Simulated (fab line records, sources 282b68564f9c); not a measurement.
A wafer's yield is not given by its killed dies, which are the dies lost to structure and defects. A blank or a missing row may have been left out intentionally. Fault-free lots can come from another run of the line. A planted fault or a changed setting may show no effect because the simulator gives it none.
A struck lot beside a sound one / flow rit_cmos / 16 steps out of a route of 202
Sound: these wafers, L334.1, L334.2, L334.3. Wafers L339.2, L339.4, L339.6 were the ones struck. The cause is named last.
At each step with rows: each side's tool, then ch and its chambers, then its first start. Under that, the readings that differ: sound wafers / struck wafers / difference of the means / sigmas: that difference in standard deviations of wafers without a fault.
alike: readings whose means differ by less than 2 such deviations, and words and numbers that are the same on both sides. not compared: withheld readings, readings that some wafer has no value for, bounds like >300 that may hide the same value, and numbers for which the record gives no deviation and whose values overlap.
A row with sigmas, a row that says differs or no value, or rows on one side alone: a step with any of these is where the two part. Numbers that don't overlap but have no deviation are shown without sigmas and don't part them. A reading that every wafer of one side lacks parts them only if that side has two wafers or more.

first, 4 steps without rows for these wafers: RIT_ACTIVE_SOFTBAKE_07 (time 60 s); RIT_ACTIVE_EXPOSE_08 (exposes mask M1, target cd 1400 nm); RIT_ACTIVE_PEB_09; RIT_ACTIVE_DEVELOP_10 (develop time 50 s).
RIT_ACTIVE_CD_MEAS_11 targets a cd of 1400 nm.
  sound: cd_sem-01 at day 2 20:26; struck: cd_sem-01 at day 4 00:00
  alike: cd_nm
then, 1 step without rows for these wafers: RIT_ACTIVE_HARDBAKE_12 (time 60 s).
RIT_ACTIVE_ETCH_13: etches Si3N4 in SF6, stops on SiO2, time 210 s, target depth 210 nm.
  sound on rie_diel-01 ch 0,1,2, day 2 20:43; struck on rie_diel-04 ch 0,1,3, day 4 00:19
  alike: drypump_motor_current_A, oes_product_au, throttle_valve_pct
  not compared: rf_hours_counter_h
RIT_ACTIVE_STRIP_14: strips in O2, time 180 s.
  sound on plasma_asher-01 ch 0,1, day 2 20:50; struck on plasma_asher-01 ch 1, day 4 00:27
  alike: drypump_motor_current_A
  not compared: rf_hours_counter_h
RIT_ACTIVE_CD_MEAS_90 targets a cd of 1400 nm.
  sound: cd_sem-01 at day 2 21:01; struck: cd_sem-01 at day 4 00:39
  alike: cd_nm
then, 3 steps without rows for these wafers: RIT_ACTIVE_CLEAN_15 (cleans in SC1, time 600 s); RIT_ACTIVE_CLEAN_16 (cleans in dHF, time 30 s); RIT_ACTIVE_CLEAN_17 (cleans in SC2, time 600 s).
RIT_FOX1_OXIDATION_00: target thk 350.7 nm, ox time 1130 s.
  sound on furnace-03 ch 0, day 2 21:42; struck on furnace-03 ch 0, day 4 01:07
reading=spike_tc_centre_C (C); sound=1102.3 1103.6 1101.5; struck=1126.2 1128.6 1126.1; difference=+24.5; sigmas=+22
reading=spike_tc_load_C (C); sound=1125.4 1128.7 1128.1; struck=1153.7 1154.7 1155.1; difference=+27.1; sigmas=+11
reading=spike_tc_source_C (C); sound=1125.0 1124.1 1124.6; struck=1149.4 1150.7 1149.2; difference=+25.2; sigmas=+23
reading=tube_center_temp_C (C); sound=1100.1 1100 1100.2; struck=1125.1 1125 1125.1; difference=+25.0; sigmas=+99 or more
reading=tube_center_temp_C_max; sound=1102.3 1103.0 1103.1; struck=1127.7 1127.6 1127.5; difference=+24.8; sigmas=+59
reading=zone_power_source_pct (%); sound=46.0 46.7 46.8; struck=49.2 49.1 49.2; difference=+2.7; sigmas=+4
reading=model.SiO2_of_FOX1_OXIDATION_00.thk_nm (nm); sound=349.1 344.1 347.6; struck=383.3 380.9 392; difference=+38.5; sigmas=
RIT_FOX1_THK_MEAS_01:
  sound: film_metro-03 at day 2 23:01; struck: film_metro-04 at day 4 02:26
reading=FOX1_OXIDE_THK (nm); sound=349 344 347; struck=383 381 392; difference=+39; sigmas=+6
then, 1 step without rows for these wafers: RIT_FOX1_WET_ETCH_02 (etches SiO2 in BOE, target depth 350 nm, time 375.1 s).
RIT_M1_PROBE_99:
  the record has rows for the sound wafers here (prober-02, day 4 23:41) and none for the struck ones

WHERE THEY PART
First at RIT_FOX1_OXIDATION_00; last, within this record, at RIT_M1_PROBE_99.

WHY: whatever the simulator had introduced
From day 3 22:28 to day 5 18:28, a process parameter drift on furnace-03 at RIT_FOX1_OXIDATION_00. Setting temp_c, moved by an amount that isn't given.
